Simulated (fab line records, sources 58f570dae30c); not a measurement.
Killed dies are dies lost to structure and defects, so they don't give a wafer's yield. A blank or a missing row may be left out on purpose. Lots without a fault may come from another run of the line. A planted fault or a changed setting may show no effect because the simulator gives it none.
Which tool did it? | flow berkeley_cmos170 | 14 lots, 42 wafers sampled, at 2 steps of a route of 331

WHAT THE GAUGES READ, wafer by wafer
UCB170_M2_CD_MEAS_15: target cd 700 nm.
lot  | measured     | on        | cd_nm (nm)
L827 | day 8 07:44  | cd_sem-01 | 700.8 699.7 700.5
L828 | day 8 19:47  | cd_sem-02 | 700.3 700.1 698.5
L829 | day 8 20:38  | cd_sem-01 | 697.7 696.6 697.1
L830 | day 8 20:31  | cd_sem-02 | 701.1 700.7 700.0
L831 | day 9 04:28  | cd_sem-02 | 700.6 700.7 700.3
L832 | day 9 09:20  | cd_sem-01 | 698.9 700.0 699.7
L834 | day 9 15:58  | cd_sem-01 | 698.7 699.6 697.8
L839 | day 10 18:29 | cd_sem-02 | 700.4 700.3 701.2
L838 | day 10 19:02 | cd_sem-01 | 701.0 701.7 700.6
L843 | day 11 13:00 | cd_sem-02 | 703.7 702.2 704.2
L841 | day 11 13:34 | cd_sem-02 | 698.7 699.1 698.6
L848 | day 12 05:08 | cd_sem-01 | 698.3 699.2 700.1
L846 | day 12 08:37 | cd_sem-01 | 700.9 701.2 701.4
L847 | day 12 08:51 | cd_sem-02 | 697.1 698.2 698.3

WHICH TOOL RAN EACH LOT (tool, then ch and the chambers of the sampled wafers, then the start)
lot  | UCB170_M2_SPUTTER_01
L827 | pvd_sputter-04, day 8 05:08
L828 | pvd_sputter-01, day 8 16:13
L829 | pvd_sputter-03, day 8 16:27
L830 | pvd_sputter-04, day 8 17:10
L831 | pvd_sputter-03, day 9 01:00
L832 | pvd_sputter-01, day 9 06:56
L834 | pvd_sputter-01, day 9 14:01
L839 | pvd_sputter-04, day 10 16:08
L838 | pvd_sputter-01, day 10 16:32
L843 | pvd_sputter-03, day 11 09:13
L841 | pvd_sputter-04, day 11 10:23
L848 | pvd_sputter-04, day 12 02:19
L846 | pvd_sputter-03, day 12 06:32
L847 | pvd_sputter-01, day 12 06:49
- UCB170_M2_SPUTTER_01: material Al, target thk 900 nm, time 120 s.

WHAT THE TOOLS THEMSELVES READ (means of the sampled wafers that have a number; where no wafer has one, the mark that the record gives instead)
UCB170_M2_SPUTTER_01.
lot  | tool           | throttle_valve_pct (%)
L827 | pvd_sputter-04 | 31.0
L828 | pvd_sputter-01 | 28.8
L829 | pvd_sputter-03 | 30.5
L830 | pvd_sputter-04 | 29.3
L831 | pvd_sputter-03 | 30.4
L832 | pvd_sputter-01 | 29.3
L834 | pvd_sputter-01 | 29.3
L839 | pvd_sputter-04 | 30.2
L838 | pvd_sputter-01 | 29.4
L843 | pvd_sputter-03 | 31.0
L841 | pvd_sputter-04 | 29.4
L848 | pvd_sputter-04 | 29.7
L846 | pvd_sputter-03 | 29.7
L847 | pvd_sputter-01 | 29.3

THE ANSWER, worked out from the rows above alone
Rule: what is usual is taken from the lots themselves. Put in order of their means at a reading, lots are off if they are a third of the lots or fewer, leave a main group of 4 or more, and stand apart from it by a gap of 3 or more times the standard deviation of the main group's means; of several such gaps the widest counts. A main group whose means are all the same, to the digits that the tables above print for the reading, isn't used. A lot without any number at a reading at which 4 lots or more have one is off too. The other lots that the step has rows for count as sound. The gauges are gone through in route order, then the tools' own readings, and for those a lot's mean is taken as printed above. The first step at which some lot is off is used, and at that step the reading that is off furthest; a lot without a number counts as furthest.
No lot is off at any reading shown: from this, nothing can be told.

WHAT THE SIMULATOR HAD PUT IN
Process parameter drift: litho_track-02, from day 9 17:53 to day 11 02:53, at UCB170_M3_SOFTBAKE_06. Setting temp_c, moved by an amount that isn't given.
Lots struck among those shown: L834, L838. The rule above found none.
